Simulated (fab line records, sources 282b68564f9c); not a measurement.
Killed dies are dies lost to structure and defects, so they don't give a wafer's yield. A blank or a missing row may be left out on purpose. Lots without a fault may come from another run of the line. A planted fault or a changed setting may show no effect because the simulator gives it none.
One fault seen from 2 desks | flow rit_cmos | each desk has only its own numbers; what lay behind them comes last

THE TOOL OWNER'S DESK: rie_si-02
The tool's own readings at RIT_GATE_ETCH_19 (etches poly-Si in SF6/CHF3/O2, stops on SiO2, time 165 s, target depth 312.5 nm): means of the sampled wafers that have a number, for each lot that ran on this tool. A lot is out of limits, marked OUT, if its mean lies more than 4 standard deviations from the usual mean; the brackets give that distance.
Columns: A = drypump_motor_current_A at RIT_GATE_ETCH_19, usual 5.41 A; B = oes_product_au at RIT_GATE_ETCH_19, usual 0.854 a.u.; C = run_length_s at RIT_GATE_ETCH_19, usual 193.1 s; D = throttle_valve_pct at RIT_GATE_ETCH_19, usual 10.25 %
lot  | first seen here | A    | B                | C                       | D
L789 | day 5 11:52     | 5.54 | 0.856            | 193.3                   | 10.30
L791 | day 5 21:16     | 5.53 | 1.032 (+15) OUT  | 151.8 (-99 or more) OUT | 10.13
L793 | day 6 08:20     | 5.52 | 0.919 (+5.4) OUT | 179.5 (-34) OUT         | 10.23
This desk's finding: out of limits on L791, L793; first on L791, day 5 21:16 (oes_product_au at RIT_GATE_ETCH_19). In limits: L789.

THE METROLOGY DESK
What the gauges read, lot by lot, whatever tool the lot ran on: means of the sampled wafers that have a number. A lot is out of limits, marked OUT, if its mean lies more than 4 standard deviations from the usual mean; the brackets give that distance.
Columns: A = GATE_OXIDE_THK at RIT_GATE_THK_MEAS_07, usual 3.00 nm; B = GATE_POLY_THK at RIT_GATE_THK_MEAS_09, usual 250.2 nm; C = cd_nm at RIT_GATE_CD_MEAS_16, usual 150.9 nm; D = GATE_OVL at RIT_GATE_OVL_MEAS_17, usual 0.1 nm
lot  | first seen here | A    | B     | C     | D
L778 | day 3 03:33     | 3.03 | 247.2 | 148.8 | -0.3
L789 | day 5 08:46     | 2.97 | 247.7 | 156.3 | -0.8
L791 | day 5 18:23     | 3.03 | 251.0 | 155.9 | -0.3
L793 | day 6 05:28     | 2.98 | 251.6 | 150.2 | 2.8
L794 | day 6 10:23     | 3.08 | 250.9 | 153.2 | -1.1
L796 | day 6 18:31     | 3.01 | 246.2 | 150.4 | 0.9
This desk's finding: nothing out of limits on any of the 6 lots.

PUT TOGETHER
The tool owner's desk could have raised an alarm at day 5 21:16, on L791, L793.
The metrology desk saw nothing out of limits.
The metrology desk has L791, L793 on record, within its limits.
Of the lots named, all ran RIT_GATE_ETCH_19 on rie_si-02.

WHAT THE SIMULATOR HAD PUT IN
Process parameter drift: rie_si-02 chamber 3, from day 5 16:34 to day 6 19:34, at RIT_GATE_ETCH_19. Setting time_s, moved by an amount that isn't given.
Lots struck among those shown: L791, L793.
Hours from the fault's start to each desk's first reading out of limits: the tool owner's desk, 5.
